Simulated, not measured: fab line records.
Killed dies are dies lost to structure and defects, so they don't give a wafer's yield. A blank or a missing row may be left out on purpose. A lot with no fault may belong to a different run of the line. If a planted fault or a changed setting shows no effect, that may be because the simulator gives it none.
Which of the tools did it? / flow rit cmos / 39 wafers from 13 lots sampled at 2 of the route's 202 steps

WHAT THE GAUGES SHOWED, per wafer
RIT_CONTACT_CD_MEAS_08 targets a cd of 1000 nm.
lot=L499; measured=day 3 09:28; on=cd sem-01; cd nm (nm)=999.4 996.6 996.8
lot=L501; measured=day 3 20:58; on=cd sem-02; cd nm (nm)=1003.7 1001.7 1002.0
lot=L502; measured=day 4 00:44; on=cd sem-02; cd nm (nm)=996.5 997.9 997.1
lot=L503; measured=day 4 04:41; on=cd sem-01; cd nm (nm)=1000.5 1003.2 1001.2
lot=L504; measured=day 4 10:10; on=cd sem-01; cd nm (nm)=1153.7 1152.1 1152.5
lot=L505; measured=day 4 13:47; on=cd sem-01; cd nm (nm)=999.2 998.7 997.9
lot=L514; measured=day 6 11:54; on=cd sem-01; cd nm (nm)=998.9 1000.7 999.2
lot=L515; measured=day 6 17:59; on=cd sem-02; cd nm (nm)=999.4 1002.6 1001.1
lot=L516; measured=day 6 21:35; on=cd sem-02; cd nm (nm)=997.3 996.4 999.5
lot=L517; measured=day 7 04:05; on=cd sem-01; cd nm (nm)=999.1 998.1 999.2
lot=L518; measured=day 7 09:24; on=cd sem-01; cd nm (nm)=999.7 999.1 999.6
lot=L520; measured=day 7 23:38; on=cd sem-01; cd nm (nm)=995.9 997.1 997.9
lot=L521; measured=day 8 03:06; on=cd sem-02; cd nm (nm)=1000.8 1000.7 1001.0

WHICH TOOL RAN EACH LOT (tool, then ch and the chambers of the sampled wafers, then the start)
lot=L499; RIT_CONTACT_EXPOSE_05=iline stepper-02 ch 0, day 3 08:57
lot=L501; RIT_CONTACT_EXPOSE_05=iline stepper-02 ch 0, day 3 20:26
lot=L502; RIT_CONTACT_EXPOSE_05=iline stepper-01 ch 0, day 4 00:13
lot=L503; RIT_CONTACT_EXPOSE_05=iline stepper-01 ch 0, day 4 04:10
lot=L504; RIT_CONTACT_EXPOSE_05=iline stepper-02 ch 0, day 4 09:37
lot=L505; RIT_CONTACT_EXPOSE_05=iline stepper-01 ch 0, day 4 13:16
lot=L514; RIT_CONTACT_EXPOSE_05=iline stepper-02 ch 0, day 6 11:23
lot=L515; RIT_CONTACT_EXPOSE_05=iline stepper-02 ch 0, day 6 17:28
lot=L516; RIT_CONTACT_EXPOSE_05=iline stepper-02 ch 0, day 6 21:04
lot=L517; RIT_CONTACT_EXPOSE_05=iline stepper-02 ch 0, day 7 03:35
lot=L518; RIT_CONTACT_EXPOSE_05=iline stepper-01 ch 0, day 7 08:53
lot=L520; RIT_CONTACT_EXPOSE_05=iline stepper-02 ch 0, day 7 23:02
lot=L521; RIT_CONTACT_EXPOSE_05=iline stepper-02 ch 0, day 8 02:35
- RIT_CONTACT_EXPOSE_05: exposes mask M11, target cd 1000 nm.

AS READ BY THE TOOLS THEMSELVES (means over the sampled wafers that have a number; for cases with no such wafer, the mark the record gives instead)
The record holds no such reading with a usual standard deviation.

THE ANSWER, worked out from the rows above alone
Rule: what is usual is taken from the lots themselves. Put in order of their means at a reading, lots are off if they are a third of the lots or fewer, leave a main group of 4 or more, and stand apart from it by a gap of 3 or more times the standard deviation of the main group's means; of several such gaps the widest counts. Not used: any main group whose means are identical at the precision the tables above print for the reading. Also off: a lot with no number at a reading for which 4 or more lots have one. Any other lot the step has rows for is counted as sound. First the gauges in route order, then the tools' own readings, where a lot's mean is used as printed above. At the first step where some lot is off, the reading lying furthest off is the one used; lots without a number count as furthest.
Off, at RIT_CONTACT_CD_MEAS_08 on cd nm: L504. Mean 999.3 nm and standard deviation 1.8 in the main group.
A tool fits if, at a process step before that reading, it ran every lot that is off, and no sound lot after the first of them. Those tools and the gauges at RIT_CONTACT_CD_MEAS_08 are tried in the same way. Not one of the candidates tried fits.

WHAT HAD BEEN PUT IN BY THE SIMULATOR
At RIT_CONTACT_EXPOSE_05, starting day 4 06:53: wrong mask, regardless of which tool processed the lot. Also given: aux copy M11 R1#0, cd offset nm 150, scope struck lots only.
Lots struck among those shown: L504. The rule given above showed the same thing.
